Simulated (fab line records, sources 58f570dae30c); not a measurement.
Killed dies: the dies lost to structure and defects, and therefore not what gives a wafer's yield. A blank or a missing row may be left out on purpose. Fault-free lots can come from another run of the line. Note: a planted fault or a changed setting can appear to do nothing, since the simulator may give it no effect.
One fault seen from 2 desks / flow berkeley_cmos170 / each desk holds nothing but its own numbers, with what lay behind them at the end

## THE METROLOGY DESK
Lot by lot, what the gauges showed, no matter which tool ran the lot: averages of those sampled wafers that carry a number. Marked OUT: a lot whose mean sits more than 4 standard deviations from the usual mean, which makes it out of limits; the brackets give that distance.
Columns: A = PWELL_TW at UCB170_PWELL_TW_MEAS_17, usual 378.9; B = M3_AL_THK at UCB170_M3_THK_MEAS_03, usual 887 nm
lot=L885; first seen here=day 3 18:16; A=378.9; B=892
lot=L887; first seen here=day 3 18:20; A=381.5; B=891
lot=L890; first seen here=day 4 20:02; A=376.9; B=879
lot=L891; first seen here=day 4 20:53; A=376.8; B=895
lot=L893; first seen here=day 5 08:05; A=378.3; B=882
lot=L895; first seen here=day 5 15:44; A=379.3; B=890
lot=L897; first seen here=day 5 21:50; A=380.5; B=878
lot=L896; first seen here=day 5 21:52; A=402.7 (+13) OUT; B=887
lot=L899; first seen here=day 6 04:20; A=398.8 (+10) OUT; B=882
lot=L902; first seen here=day 7 02:13; A=378.5; B=897
lot=L903; first seen here=day 7 06:19; A=399.5 (+11) OUT; B=887
lot=L905; first seen here=day 7 17:09; A=375.7; B=889
lot=L904; first seen here=day 7 17:22; A=377.4; B=888
lot=L906; first seen here=day 8 00:41; A=379.0; B=884
lot=L908; first seen here=day 8 08:01; A=380.3; B=889
This desk's finding: out of limits on L896, L899, L903; first on L896, day 5 21:52 (PWELL_TW at UCB170_PWELL_TW_MEAS_17). Within limits: L885, L887, L890, L891, L893, L895, L897, L902, L905, L904, L906, L908.

## FOR THE TOOL OWNER'S DESK: implanter-03
UCB170_PWELL_IMPLANT_15, tool's own readings: per-lot mean of the sampled wafers with a number, covering each lot this tool ran. Marked OUT: a lot whose mean sits more than 4 standard deviations from the usual mean, which makes it out of limits; the brackets give that distance.
Columns: A = beam_on_s at UCB170_PWELL_IMPLANT_15, usual 10.02 s; B = end_station_pressure_torr at UCB170_PWELL_IMPLANT_15, usual 5.03e-06 Torr; C = faraday_current_uA at UCB170_PWELL_IMPLANT_15, usual 15.8
lot=L887; first seen here=day 3 18:07; A=10.09; B=5.08e-06; C=15.7
lot=L895; first seen here=day 5 15:29; A=10.06; B=4.88e-06; C=15.7
lot=L896; first seen here=day 5 21:38; A=12.02 (+9.5) OUT; B=9.88e-05 (+99 or more) OUT; C=13.4 (-7.6) OUT
lot=L899; first seen here=day 6 04:05; A=12.38 (+11) OUT; B=9.53e-05 (+99 or more) OUT; C=13.0 (-8.9) OUT
lot=L903; first seen here=day 7 06:04; A=12.13 (+10) OUT; B=9.38e-05 (+99 or more) OUT; C=13.2 (-8.1) OUT
This desk's verdict: out of limits on L896, L899, L903, starting with L896 at day 5 21:38 (beam_on_s at UCB170_PWELL_IMPLANT_15). Within limits: L887, L895.

## BROUGHT TOGETHER
At day 5 21:38, on L896, L899, L903, the tool owner's desk was in a position to raise an alarm.
Metrology desk: alarm possible at day 5 21:52 on L896, L899, L903.
Every lot named ran UCB170_PWELL_IMPLANT_15 on implanter-03.

## WHAT WAS PUT IN BY THE SIMULATOR
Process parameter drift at UCB170_PWELL_IMPLANT_15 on implanter-03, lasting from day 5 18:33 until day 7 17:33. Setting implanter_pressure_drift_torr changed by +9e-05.
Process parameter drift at UCB170_PWELL_IMPLANT_15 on implanter-03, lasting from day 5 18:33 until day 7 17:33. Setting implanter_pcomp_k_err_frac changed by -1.
Lots struck among those shown: L896, L899, L903.
Fault start to first reading out of limits, in hours, per desk: tool owner, 3; metrology, 3.
